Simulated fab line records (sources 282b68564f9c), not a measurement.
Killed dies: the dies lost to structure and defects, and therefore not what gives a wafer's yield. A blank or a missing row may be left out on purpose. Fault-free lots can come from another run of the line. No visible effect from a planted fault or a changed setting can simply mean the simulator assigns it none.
Split-lot experiment    flow rit-cmos    on a route of 202 steps: 5 lots, 27 wafers read

## SPLIT DETAILS
At RIT_M1_DEVELOP_08 (develop time 68 s), the setting develop-time-s was moved away from the recipe's 68 s on 12 of the 27 wafers read, by -26.0% to +58.8%. This setting was run at the recipe's value on the other wafers.

The file shows no step between the split and the reading.

## THE READING
cd-nm at RIT_M1_CD_MEAS_09, given in nm (cd target 2600 nm). On this fab line, fault-free wafers typically give 2599.1 nm with a standard deviation of 1.6 nm.

wafer   tool, chamber at the split  develop-time-s as run, s  against the recipe  cd-nm, nm  against lot-mates on the recipe
L075.1  litho-track-02, 0           68                        recipe              2600.3     -
L075.2  litho-track-02, 0           78.21                     +15.0%              2588.1     -13.1
L075.3  litho-track-02, 0           68                        recipe              2602.1     -
L075.4  litho-track-02, 0           68                        recipe              2601.3     -
L075.5  litho-track-02, 0           78.21                     +15.0%              2585.4     -15.8
L075.6  litho-track-02, 0           78.21                     +15.0%              2587.8     -13.4
L077.1  litho-track-02, 0           90.82                     +33.6%              2574.5     -26.4
L077.2  litho-track-02, 0           68                        recipe              2601.0     -
L077.3  litho-track-02, 0           68                        recipe              2601.4     -
L077.4  litho-track-02, 0           68                        recipe              2600.2     -
L077.5  litho-track-02, 0           90.82                     +33.6%              2578.1     -22.8
L077.6  litho-track-02, 0           90.82                     +33.6%              2575.3     -25.6
L078.1  litho-track-03, 0           68                        recipe              2600.5     -
L078.2  litho-track-03, 0           68                        recipe              2598.7     -
L078.3  litho-track-03, 0           108                       +58.8%              2559.5     -39.9
L078.4  litho-track-03, 0           68                        recipe              2599.1     -
L078.5  litho-track-03, 0           108                       +58.8%              2560.0     -39.4
L078.6  litho-track-03, 0           108                       +58.8%              2558.2     -41.2
L080.4  litho-track-03, 0           68                        recipe              2596.4     -
L080.5  litho-track-03, 0           68                        recipe              2598.2     -
L080.6  litho-track-03, 0           68                        recipe              2599.1     -
L084.1  litho-track-04, 0           68                        recipe              2600.4     -
L084.2  litho-track-04, 0           68                        recipe              2597.2     -
L084.3  litho-track-04, 0           50.3                      -26.0%              2628.2     +29.1
L084.4  litho-track-04, 0           50.3                      -26.0%              2627.6     +28.5
L084.5  litho-track-04, 0           50.3                      -26.0%              2627.9     +28.8
L084.6  litho-track-04, 0           68                        recipe              2599.8     -

FIT RESULTS
A straight line over all 27 wafers: cd-nm changes by -0.77 nm for each +1% of develop-time-s; r = -0.98; the points scatter about the line by 3.3 nm.
The same after taking each lot's own level away (the mean of its wafers on the recipe; 27 wafers): -0.779 nm for each +1%; r = -0.98; scatter 3.5 nm.
The reading moves by 46 nm for the largest change in develop-time-s, on that fit.
Across the lots, their own levels run from 2597.90 to 2601.23 nm, a range of 2.1 times the standard deviation given above.
So the lot-to-lot level changes the slope little: the two slopes agree.
Check: -45.6 nm against its lot-mates is what the line predicts for one of the wafers moved furthest among these (+58.8%) when that wafer is left out of the fit. Against them it came out at -39.9 nm.

## OTHER SPLITS APPLIED TO THESE WAFERS
Other splits were also applied to these wafers ahead of the reading. Each is held against what the fit with the lots' levels taken away leaves over:
other split on the same wafers   wafers away from the commonest value  r with cd-nm (lot level and that fit taken away)
RIT_FOX1_OXIDATION_00 ox-time-s  18                                    -0.41
RIT_SPACER_ETCHBACK_05 time-s    6                                     +0.27

## THE WHOLE CHAIN: every reading that the file lists as answering this split, in the file's order
step                  what it does                                                           reading                                                             change (the file's fit)                r (the file's)
RIT_M1_CD_MEAS_09     target cd 2600 nm                                                      cd-nm                                                               -0.758 nm for each +1% of the setting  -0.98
RIT_M1_METAL_ETCH_12  etches Al in Cl2/BCl3, stops on SiO2, time 165 s, target depth 600 nm  M1.cd-nm (the simulator's own value, which no gauge read)           -0.771 nm for each +1% of the setting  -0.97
RIT_M1_PROBE_99                                                                              etest.m1.width-nm (the simulator's own value, which no gauge read)  -0.739 nm for each +1% of the setting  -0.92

## THE FILE'S OWN FIT
cd-nm changes by -0.758 nm for each +1% of develop-time-s, r = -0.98.
